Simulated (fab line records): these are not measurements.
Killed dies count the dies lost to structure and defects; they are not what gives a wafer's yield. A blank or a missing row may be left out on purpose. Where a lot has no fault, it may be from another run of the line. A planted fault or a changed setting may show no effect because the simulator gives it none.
One fault seen from 2 desks ; flow berkeley_cmos170 ; numbers are kept per desk, each desk with only its own; the story behind them comes last

THE TOOL OWNER'S DESK: rie_diel-04
The tool's own readings at UCB170_V1_ETCH_14 (etches SiO2 in CHF3/CF4/Ar, stops on Al, target depth 1250 nm, time 291 s): means of the sampled wafers that have a number, for each lot that ran on this tool. The brackets show how far a lot's mean lies from the usual mean; more than 4 standard deviations puts the lot out of limits, marked OUT.
Columns: A = drypump_motor_current_A at UCB170_V1_ETCH_14, usual 5.9 A; B = oes_product_au at UCB170_V1_ETCH_14, usual 0.876 a.u.; C = throttle_valve_pct at UCB170_V1_ETCH_14, usual 6.97 %
lot;first seen here;A;B;C
L852;day 9 22:57;5.8;0.873;6.92
L854;day 10 06:07;6.0;0.875;6.93
L853;day 10 07:33;5.7;0.879;6.93
L857;day 11 09:07;5.7;0.844;6.88
This desk found nothing out of limits on any of the 4 lots.

THE METROLOGY DESK
What the gauges read for every lot (on any tool): the sampled wafers with a number, averaged. The brackets show how far a lot's mean lies from the usual mean; more than 4 standard deviations puts the lot out of limits, marked OUT.
Columns: A = PSD_OVL at UCB170_PSD_OVL_MEAS_07, usual 0 nm; B = SILICIDE_TI_RS at UCB170_SILICIDE_RS_MEAS_02, usual 26.17 ohm/sq
lot;first seen here;A;B
L843;day 7 11:35;4;26.50
L844;day 7 11:46;-4;26.12
L845;day 8 04:49;-2;26.12
L847;day 8 05:10;5;25.92
L848;day 8 12:24;1;26.02
L850;day 8 23:33;-10;26.17
L852;day 9 05:52;-2;26.38
L851;day 9 06:08;-1;26.31
L854;day 9 15:10;2;26.32
L853;day 9 15:19;2;26.12
L855;day 10 00:44;-2;26.16
L857;day 10 15:58;-1;26.27
L866;day 12 02:11;3;26.06
This desk found nothing out of limits on any of the 13 lots.

TAKEN TOGETHER
The tool owner's desk saw nothing out of limits.
The metrology desk saw nothing out of limits.

WHAT THE SIMULATOR PUT IN
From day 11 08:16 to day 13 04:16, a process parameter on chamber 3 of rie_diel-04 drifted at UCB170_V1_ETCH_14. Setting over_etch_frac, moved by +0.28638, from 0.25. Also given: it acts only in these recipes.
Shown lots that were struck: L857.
